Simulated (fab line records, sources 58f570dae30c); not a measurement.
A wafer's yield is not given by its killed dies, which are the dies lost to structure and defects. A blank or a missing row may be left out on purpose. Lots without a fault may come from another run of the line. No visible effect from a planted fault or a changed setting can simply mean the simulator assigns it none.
A struck lot beside a sound one | flow berkeley cmos170 | 32 steps out of a route of 331
Sound: these wafers, L514.1, L514.3, L514.4. Wafers L508.1, L508.3, L508.6 were the ones struck. Last of all comes the cause.
Order at every step that has rows: each side's tool, ch and its chambers, its first start. Under that, the readings that differ: sound wafers | struck wafers | difference of the means | sigmas: that difference in standard deviations of wafers without a fault.
alike: same words and numbers on both sides, and readings whose means sit less than 2 such deviations apart. not compared: any withheld reading, any reading some wafer has no value for, any bound like >300 that may hide the same value, and any number with overlapping values for which the record gives no deviation.
A row with sigmas, a row that says differs or no value, or rows on one side alone: a step with any of these is where the two part. Numbers that have no deviation but don't overlap get no sigmas and don't part them. Lack of a reading on every wafer of one side parts them only where that side has two or more wafers.

first, 6 steps without rows for these wafers: UCB170_SDANNEAL_RTA_01 (time 5 s); UCB170_SILICIDE_PRE_CLEAN_00 (preclean etch time 60 s); UCB170_SILICIDE_SPUTTER_01 (material Ti, target thk 30 nm, time 25 s); UCB170_SILICIDE_RTA_04 (time 15 s); UCB170_SILICIDE_WET_ETCH_05 (etches Ti in SPM, time 45 s); UCB170_CONTACT_CLEAN_00 (cleans in SPM, time 600 s).
UCB170_CONTACT_CVD_01: deposits PSG from SiH4/O2/PH3, target thk 700 nm, time 2820 s.
  sound on lpcvd-02 ch 0, day 11 20:37; struck on lpcvd-01 ch 1, day 10 19:54
  reading                                 | sound             | struck            | difference | sigmas
  model.PSG_of_CONTACT_CVD_01.thk nm (nm) | 694.4 696.3 698.9 | 499.8 504.2 499.7 | -195.3     |
UCB170_CONTACT_THK_MEAS_02:
  sound on film metro-01, day 11 22:25; struck on film metro-04, day 10 22:53
  reading              | sound       | struck      | difference | sigmas
  CONTACT_PSG_THK (nm) | 694 697 699 | 500 505 500 | -195       | -37
  not compared: hold
then, 12 steps without rows for these wafers: UCB170_CONTACT_COAT_04 (resist thk 900 nm); UCB170_CONTACT_SOFTBAKE_05 (time 60 s); UCB170_CONTACT_STRIP_06 (strips in O2); UCB170_CONTACT_CLEAN_07 (cleans in SPM, time 600 s); UCB170_CONTACT_RTA_08 (time 10 s); UCB170_CONTACT_COAT_09; UCB170_CONTACT_COAT_10 (resist thk 900 nm); UCB170_CONTACT_SOFTBAKE_11 (time 58.87 s); UCB170_CONTACT_EXPOSE_12 (exposes mask CONT, target cd 700 nm); UCB170_CONTACT_PEB_13; UCB170_CONTACT_DEVELOP_14 (develop time 45 s); UCB170_CONTACT_ETCH_17 (etches BARC in N2/H2).
UCB170_CONTACT_ETCH_18: etches PSG in CHF3/CF4/Ar, stops on TiSi2, target depth 840 nm, time 195 s.
  sound: rie diel-01 ch 0,1,2; struck: rie diel-04 ch 1,3
  reading                             | sound             | struck            | difference | sigmas
  oes product au (a.u.)               | 0.871 0.899 0.881 | 0.756 0.725 0.718 | -0.151     | -10
  model.CONTACT.feature depth nm (nm) | 694.4 696.3 698.9 | 499.8 504.2 499.7 | -195.3     |
  model.etch.depth nm (nm)            | 694.4 696.3 698.9 | 499.8 504.2 499.7 | -195.3     |
  alike: drypump motor current A, throttle valve pct
  not compared: rf hours counter h
then, 9 steps without rows for these wafers: UCB170_CONTACT_STRIP_19 (strips in O2); UCB170_CONTACT_CLEAN_20 (cleans in SPM, time 600 s); UCB170_M1_SPUTTER_00 (material Al, target thk 600 nm, time 80 s); UCB170_M1_COAT_03; UCB170_M1_COAT_04 (resist thk 900 nm); UCB170_M1_SOFTBAKE_05 (time 60 s); UCB170_M1_EXPOSE_06 (exposes mask METAL1, target cd 700 nm); UCB170_M1_PEB_07; UCB170_M1_DEVELOP_08 (develop time 45 s).
UCB170_M1_METAL_ETCH_12: etches Al in Cl2/BCl3, stops on PSG, target depth 780 nm, time 130 s.
  sound on rie metal-04 ch 0,1, day 12 04:29; struck on rie metal-01 ch 0,1, day 11 07:07
  reading                                 | sound           | struck            | difference | sigmas
  model.PSG_of_CONTACT_CVD_01.thk nm (nm) | 656 659.2 660.5 | 461.3 467.9 463.3 | -194.4     |
  alike: bias w, drypump motor current A, oes product au, throttle valve pct
  not compared: rf hours counter h
UCB170_M3_PROBE_99:
  record: rows for the struck wafers here (prober-01, day 11 20:51), none for the sound ones

WHERE THEY PART
Last at UCB170_M3_PROBE_99 as far as this record goes, first at UCB170_CONTACT_THK_MEAS_02.

WHY: what the simulator had put in
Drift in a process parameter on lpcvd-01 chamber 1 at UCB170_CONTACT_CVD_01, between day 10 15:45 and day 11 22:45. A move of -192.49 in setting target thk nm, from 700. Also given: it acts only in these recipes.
